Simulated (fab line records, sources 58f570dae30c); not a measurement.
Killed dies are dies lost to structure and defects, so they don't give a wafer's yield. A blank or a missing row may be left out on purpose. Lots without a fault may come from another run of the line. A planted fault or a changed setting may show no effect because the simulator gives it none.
Chamber matching | flow berkeley_cmos170 | UCB170_GATE_ETCH_15 on rie_si-01: 4 sister chambers
The step etches poly-Si in HBr/Cl2, stops on SiO2, time 56.3 s, target depth 278.2 nm. 8 wafers are shown with their chamber, then 7 later ones without.

WAFERS WITH THEIR CHAMBER
wafer  | chamber | throttle_valve_pct (%) | oes_product_au (a.u.)
L715.5 | 1       | 26.71                  | 0.830
L714.1 | 2       | 25.95                  | 0.846
L714.4 | 3       | 26.52                  | 0.832
L716.4 | 0       | 26.60                  | 0.834
L716.5 | 2       | 25.96                  | 0.846
L716.6 | 3       | 26.52                  | 0.817
L719.1 | 0       | 26.60                  | 0.796
L719.2 | 1       | 26.68                  | 0.825

WAFERS WITHOUT THEIR CHAMBER
wafer  | throttle_valve_pct (%) | oes_product_au (a.u.)
L719.4 | 25.95                  | 0.838
L721.2 | 26.60                  | 0.816
L721.3 | 26.51                  | 0.819
L721.4 | 25.95                  | 0.873
L725.2 | 25.94                  | 0.871
L725.4 | 26.68                  | 0.836
L725.5 | 26.61                  | 0.826

WHICH CHAMBER EACH WENT THROUGH
wafer  | from the rows above | in truth
L719.4 | 2                   | 2
L721.2 | 0                   | 0
L721.3 | 3                   | 3
L721.4 | 2                   | 2
L725.2 | 2                   | 2
L725.4 | 1                   | 1
L725.5 | 0                   | 0
Placed correctly: 7 of 7. Can't be placed from these rows: 0. Placed wrongly: 0.
How it was worked out, from the rows above alone: a wafer's distance from a chamber is the root of the sum, over the readings, of the square of ((its reading less the chamber's mean) divided by the reading's scatter). The wafer belongs to the nearest chamber; if the next one is less than 2 further off, it can't be placed. A chamber's mean is the mean of its shown wafers. The scatter: the root of (the sum of the squares of (reading less its chamber's mean) over the shown wafers, divided by (wafers less chambers)).
